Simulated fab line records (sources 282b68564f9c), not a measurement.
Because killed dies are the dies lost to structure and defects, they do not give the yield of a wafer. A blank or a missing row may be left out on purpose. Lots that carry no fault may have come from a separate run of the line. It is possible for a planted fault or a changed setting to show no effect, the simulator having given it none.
Which tool did it?	flow rit cmos	14 lots with 42 wafers sampled at 2 steps, on a route of 202 steps

== WHAT THE GAUGES SHOWED, per wafer ==
RIT_M1_CD_MEAS_90 targets a cd of 2600 nm.
lot	measured	on	cd nm (nm)
L539	day 3 13:45	cd sem-01	2601 2602 2600
L541	day 3 22:43	cd sem-01	2596 2594 2597
L542	day 4 04:59	cd sem-01	2599 2598 2600
L544	day 4 14:18	cd sem-02	2593 2596 2594
L545	day 4 20:40	cd sem-02	2602 2598 2599
L547	day 5 07:39	cd sem-02	2599 2600 2599
L549	day 5 17:05	cd sem-02	2603 2607 2605
L550	day 5 19:58	cd sem-01	2600 2603 2598
L553	day 6 11:32	cd sem-01	2609 2612 2613
L555	day 6 20:19	cd sem-01	2609 2608 2611
L558	day 7 09:13	cd sem-01	2602 2604 2601
L559	day 7 12:55	cd sem-01	2598 2599 2599
L561	day 8 00:20	cd sem-01	2600 2600 2599
L562	day 8 07:34	cd sem-01	2602 2598 2600

== EACH LOT AND THE TOOL THAT RAN IT (in order: tool; ch and the chambers of the sampled wafers; start) ==
lot	RIT_M1_METAL_ETCH_12
L539	rie metal-02 ch 0,1, day 3 13:14
L541	rie metal-03 ch 0,1, day 3 22:13
L542	rie metal-02 ch 0,1, day 4 04:26
L544	rie metal-03 ch 0,1, day 4 13:47
L545	rie metal-02 ch 0,1, day 4 20:09
L547	rie metal-03 ch 0,1, day 5 07:07
L549	rie metal-01 ch 0,1, day 5 16:32
L550	rie metal-03 ch 0,1, day 5 19:26
L553	rie metal-03 ch 0,1, day 6 11:01
L555	rie metal-03 ch 0,1, day 6 19:49
L558	rie metal-01 ch 0,1, day 7 08:42
L559	rie metal-02 ch 0,1, day 7 12:23
L561	rie metal-01 ch 0,1, day 7 23:49
L562	rie metal-02 ch 0,1, day 8 06:58
- RIT_M1_METAL_ETCH_12: etches Al in Cl2/BCl3, stops on SiO2, time 165 s, target depth 600 nm.

== AS READ BY THE TOOLS THEMSELVES (means over the sampled wafers that have a number; for cases with no such wafer, the mark the record gives instead) ==
RIT_M1_METAL_ETCH_12.
lot	tool	drypump motor current A (A)	oes product au (a.u.)	throttle valve pct (%)
L539	rie metal-02	5.46	0.782	8.32
L541	rie metal-03	5.85	0.776	8.35
L542	rie metal-02	5.46	0.778	8.32
L544	rie metal-03	5.93	0.769	8.41
L545	rie metal-02	5.46	0.785	8.35
L547	rie metal-03	5.84	0.783	8.35
L549	rie metal-01	5.74	0.780	8.15
L550	rie metal-03	5.81	0.775	8.35
L553	rie metal-03	5.92	0.707	8.41
L555	rie metal-03	5.91	0.716	8.41
L558	rie metal-01	5.78	0.772	8.15
L559	rie metal-02	5.45	0.773	8.31
L561	rie metal-01	5.76	0.782	8.15
L562	rie metal-02	5.46	0.760	8.34

== THE ANSWER, worked out from the rows above alone ==
Rule: what is usual is taken from the lots themselves. Put in order of their means at a reading, lots are off if they are a third of the lots or fewer, leave a main group of 4 or more, and stand apart from it by a gap of 3 or more times the standard deviation of the main group's means; of several such gaps the widest counts. The tables above print the reading to a certain number of digits; a main group whose means all agree to those digits is not used. Also off: a lot with no number at a reading for which 4 or more lots have one. The other lots that the step has rows for count as sound. The gauges are gone through in route order, then the tools' own readings, and for those a lot's mean is taken as printed above. The first step at which some lot is off is used, and at that step the reading that is off furthest; a lot without a number counts as furthest.
Off: L553, L555 (RIT_M1_METAL_ETCH_12, oes product au). The main group has a mean of 0.776 a.u. with a standard deviation of 0.0068.
A tool fits if, at that step or a process step before it, it ran every lot that is off, and no sound lot after the first of them. One fits: RIT_M1_METAL_ETCH_12 on rie metal-03. A fault onset in the window from L550 (day 5 19:26, its last sound lot) to L553 (day 6 11:01, its first lot off) fits.
The tool's own readings at RIT_M1_METAL_ETCH_12 bear it out: on the lots that are off they differ by more than 5 times the standard deviation of the sound lots' means. oes product au reads 0.712 a.u. there against 0.776 a.u. on the sound lots.

== WHAT THE SIMULATOR PUT IN ==
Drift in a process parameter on rie metal-03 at RIT_M1_METAL_ETCH_12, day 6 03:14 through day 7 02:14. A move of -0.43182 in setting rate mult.
Struck lots among those shown: L553, L555. This agrees with what the rule above found.
